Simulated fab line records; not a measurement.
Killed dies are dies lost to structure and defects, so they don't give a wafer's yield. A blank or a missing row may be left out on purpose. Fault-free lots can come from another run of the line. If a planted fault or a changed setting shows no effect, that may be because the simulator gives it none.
A single fault, viewed from 2 desks / flow ritCmos / what lay behind the numbers comes last; until then each desk has only its own

AT THE METROLOGY DESK
Lot by lot, what the gauges showed, no matter which tool ran the lot: averages of those sampled wafers that carry a number. Marked OUT: a lot whose mean sits more than 4 standard deviations from the usual mean, which makes it out of limits; the brackets give that distance.
Columns: A = NWELL_RS at RIT_WELLDRIVE_RS_MEAS_01, usual 275.4 ohm/sq; B = PWELL_RS at RIT_WELLDRIVE_RS_MEAS_02, usual 429.4 ohm/sq
lot=L114; first seen here=day 2 04:55; A=275.7; B=429.4
lot=L115; first seen here=day 2 08:50; A=275.7; B=428.4
lot=L116; first seen here=day 2 14:37; A=275.3; B=428.4
lot=L120; first seen here=day 3 11:14; A=275.4; B=429.4
lot=L121; first seen here=day 3 15:17; A=296.3 (+30) OUT; B=449.8 (+19) OUT
lot=L122; first seen here=day 3 21:30; A=275.2; B=430.4
lot=L125; first seen here=day 4 11:05; A=294.7 (+28) OUT; B=449.4 (+18) OUT
lot=L128; first seen here=day 5 06:19; A=274.8; B=429.3
lot=L129; first seen here=day 5 09:48; A=274.8; B=430.0
lot=L130; first seen here=day 5 14:50; A=276.3; B=429.6
lot=L131; first seen here=day 5 20:04; A=274.1; B=430.1
lot=L132; first seen here=day 6 03:44; A=276.3; B=431.2
lot=L135; first seen here=day 6 20:31; A=275.3; B=430.4
lot=L137; first seen here=day 7 09:10; A=275.7; B=428.3
Finding of this desk: L121, L125 out of limits, first seen on L121 at day 3 15:17 (NWELL_RS at RIT_WELLDRIVE_RS_MEAS_01). L114, L115, L116, L120, L122, L128, L129, L130, L131, L132, L135, L137 stayed within limits.

FOR THE TOOL OWNER'S DESK: furnace-02
The tool's own readings at RIT_WELLDRIVE_ANNEAL_00 (time 14700 s): means of the sampled wafers that have a number, for each lot that ran on this tool. Marked OUT: a lot whose mean sits more than 4 standard deviations from the usual mean, which makes it out of limits; the brackets give that distance.
Columns: A = spikeTcCentreC at RIT_WELLDRIVE_ANNEAL_00, usual 1102.6 C; B = spikeTcLoadC at RIT_WELLDRIVE_ANNEAL_00, usual 1129 C; C = spikeTcSourceC at RIT_WELLDRIVE_ANNEAL_00, usual 1124 C; D = tubeCenterTempC at RIT_WELLDRIVE_ANNEAL_00, usual 1100 C; E = tube_center_temp_C_max at RIT_WELLDRIVE_ANNEAL_00, usual 1102.9
lot=L115; first seen here=day 2 03:44; A=1101.5; B=1123; C=1131; D=1100; E=1102.6
lot=L121; first seen here=day 3 10:12; A=1084.1 (-15) OUT; B=1104 (-6.2) OUT; C=1111; D=1082 (-99 or more) OUT; E=1084.6 (-37) OUT
lot=L125; first seen here=day 4 06:00; A=1083.9 (-16) OUT; B=1105 (-5.9) OUT; C=1113; D=1082 (-99 or more) OUT; E=1084.9 (-37) OUT
This desk's finding: out of limits on L121, L125; first on L121, day 3 10:12 (spikeTcCentreC at RIT_WELLDRIVE_ANNEAL_00). L115 stayed within limits.

BROUGHT TOGETHER
The tool owner's desk could have raised an alarm at day 3 10:12, on L121, L125.
An alarm was possible from the metrology desk at day 3 15:17, on L121, L125.
The lots listed all ran RIT_WELLDRIVE_ANNEAL_00 on furnace-02.

WHAT THE SIMULATOR PUT IN
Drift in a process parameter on furnace-02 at RIT_WELLDRIVE_ANNEAL_00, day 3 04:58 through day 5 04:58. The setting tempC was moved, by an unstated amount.
Shown lots that were struck: L121, L125.
Delay (hours) between the fault's onset and each desk's first out-of-limits reading: 5 at the tool owner's desk, 10 at the metrology desk.
